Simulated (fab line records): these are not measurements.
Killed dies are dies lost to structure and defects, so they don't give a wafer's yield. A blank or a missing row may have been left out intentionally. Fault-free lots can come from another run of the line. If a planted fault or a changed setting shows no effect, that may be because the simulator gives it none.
Comparing a struck lot with a sound one ; flow rit cmos ; 23 out of 202 route steps
Sound: the wafers L438.2, L438.4, L438.5. Struck: wafers L447.1, L447.2, L447.4. The cause is given at the end.
For every step that has rows: the tool of each side, followed by ch and its chambers, followed by its first start. Under that, the readings that differ: sound wafers ; struck wafers ; difference of the means ; sigmas: that difference in standard deviations of wafers without a fault.
alike: readings whose means differ by less than 2 such deviations, and words and numbers that are the same on both sides. not compared: withheld readings, readings that some wafer has no value for, bounds like >300 that may hide the same value, and numbers for which the record gives no deviation and whose values overlap.
Wherever a step has rows on one side only, a row that says differs or no value, or a row with sigmas, the two part there. Numbers that don't overlap but have no deviation are shown without sigmas and don't part them. A reading that every wafer of one side lacks parts them only if that side has two wafers or more.

RIT_CONTACT_CD_MEAS_08: the cd target is 1000 nm.
  sound on cd sem-01 at day 4 13:12; struck on cd sem-01 at day 6 02:10
  alike: cd nm
RIT_CONTACT_OVL_MEAS_09:
  sound on overlay-02 at day 4 13:19; struck on overlay-01 at day 6 02:17
  alike: CONTACT_OVL
then, 1 step without rows for these wafers: RIT_CONTACT_HARDBAKE_10 (time 60 s).
RIT_CONTACT_ETCH_11: etches SiO2 in CHF3/CF4/Ar, stops on TiSi2, target depth 480 nm, time 320 s.
  sound on rie diel-01 ch 0,1,2, day 4 13:29; struck on rie diel-02 ch 0,2,3, day 6 02:29
  alike: drypump motor current A, oes product au, throttle valve pct
  not compared: rf hours counter h
RIT_CONTACT_STRIP_12: strips in O2, time 180 s.
  sound on plasma asher-01 ch 0,1, day 4 13:41; struck on plasma asher-04 ch 0,1, day 6 02:40
  alike: drypump motor current A
  not compared: rf hours counter h
RIT_CONTACT_CD_MEAS_90: the cd target is 1000 nm.
  sound on cd sem-02 at day 4 13:52; struck on cd sem-01 at day 6 02:50
  alike: cd nm
then, 2 steps without rows for these wafers: RIT_CONTACT_CLEAN_13 (cleans in SC1, time 600 s); RIT_CONTACT_CLEAN_14 (cleans in SC2, time 600 s).
RIT_M1_SPUTTER_00: material Al, target thk 400 nm, time 500 s.
  sound on pvd sputter-04 at day 4 14:19; struck on pvd sputter-04 at day 6 03:20
  alike: throttle valve pct
RIT_M1_RS_MEAS_01: a four-point-probe measurement.
  sound on film metro-02 at day 4 14:38; struck on film metro-02 at day 6 03:37
  alike: M1_AL_RS
RIT_M1_THK_MEAS_02: measures by xrf.
  sound on film metro-02 at day 4 14:45; struck on film metro-02 at day 6 03:44
  alike: M1_AL_THK
then, 1 step without rows for these wafers: RIT_M1_HMDS_03 (prime time 60 s).
RIT_M1_COAT_04: resist thk 1300 nm.
  sound on litho track-04 ch 0, day 4 14:58; struck on litho track-01 ch 0, day 6 03:57
reading;sound;struck;difference;sigmas
model.NOVOLAK_of_M1_COAT_04.thk nm (nm);1296 1295 1296;713.6 714.6 711.6;-582.4;
  alike: exhaust pa
then, 4 steps without rows for these wafers: RIT_M1_SOFTBAKE_05 (time 60 s); RIT_M1_EXPOSE_06 (exposes mask M12, target cd 2600 nm); RIT_M1_PEB_07; RIT_M1_DEVELOP_08 (develop time 68 s).
RIT_M1_CD_MEAS_09: the cd target is 2600 nm.
  sound on cd sem-02 at day 4 15:52; struck on cd sem-02 at day 6 04:49
reading;sound;struck;difference;sigmas
cd nm (nm);2599.7 2598.7 2603.8;2531.3 2529.5 2529.1;-70.8;-37
RIT_M1_OVL_MEAS_10:
  sound on overlay-01 at day 4 15:59; struck on overlay-01 at day 6 04:56
  alike: M1_OVL
then, 1 step without rows for these wafers: RIT_M1_HARDBAKE_11 (time 120 s).
RIT_M1_METAL_ETCH_12: etches Al in Cl2/BCl3, stops on SiO2, time 165 s, target depth 600 nm.
  sound on rie metal-04 ch 0,1, day 4 16:23; struck on rie metal-04 ch 0,1, day 6 05:13
reading;sound;struck;difference;sigmas
model.NOVOLAK_of_M1_COAT_04.thk nm (nm);807.5 808.5 807.4;304.3 304.8 304.7;-503.2;
model.M1.cd nm (nm);2599 2600 2604;2533 2533 2530;-69;
  alike: bcl3 flow sccm, drypump motor current A, oes product au, throttle valve pct
  not compared: rf hours counter h
then, 1 step without rows for these wafers: RIT_M1_STRIP_13 (strips in nmp, time 600 s).
RIT_M1_PROBE_99:
  sound on prober-02 at day 4 18:41; struck on prober-01 at day 6 07:29
reading;sound;struck;difference;sigmas
killed_at_M0_to_M3;0 0 0;1 0 0;+0;+2
model.etest.m1.width nm (nm);2606 2606 2604;2534 2535 2532;-72;
  alike: defect limited yield, killed at contacts, killed at front end, killed dies, killed open, killed short, sort_bin_3_pad_short, sort_bin_5_function, sort_bin_6_memory, sort n pass, sort yield pct

== WHERE THEY PART ==
First at RIT_M1_CD_MEAS_09; last, within this record, at RIT_M1_PROBE_99.

WHY: the cause the simulator had injected
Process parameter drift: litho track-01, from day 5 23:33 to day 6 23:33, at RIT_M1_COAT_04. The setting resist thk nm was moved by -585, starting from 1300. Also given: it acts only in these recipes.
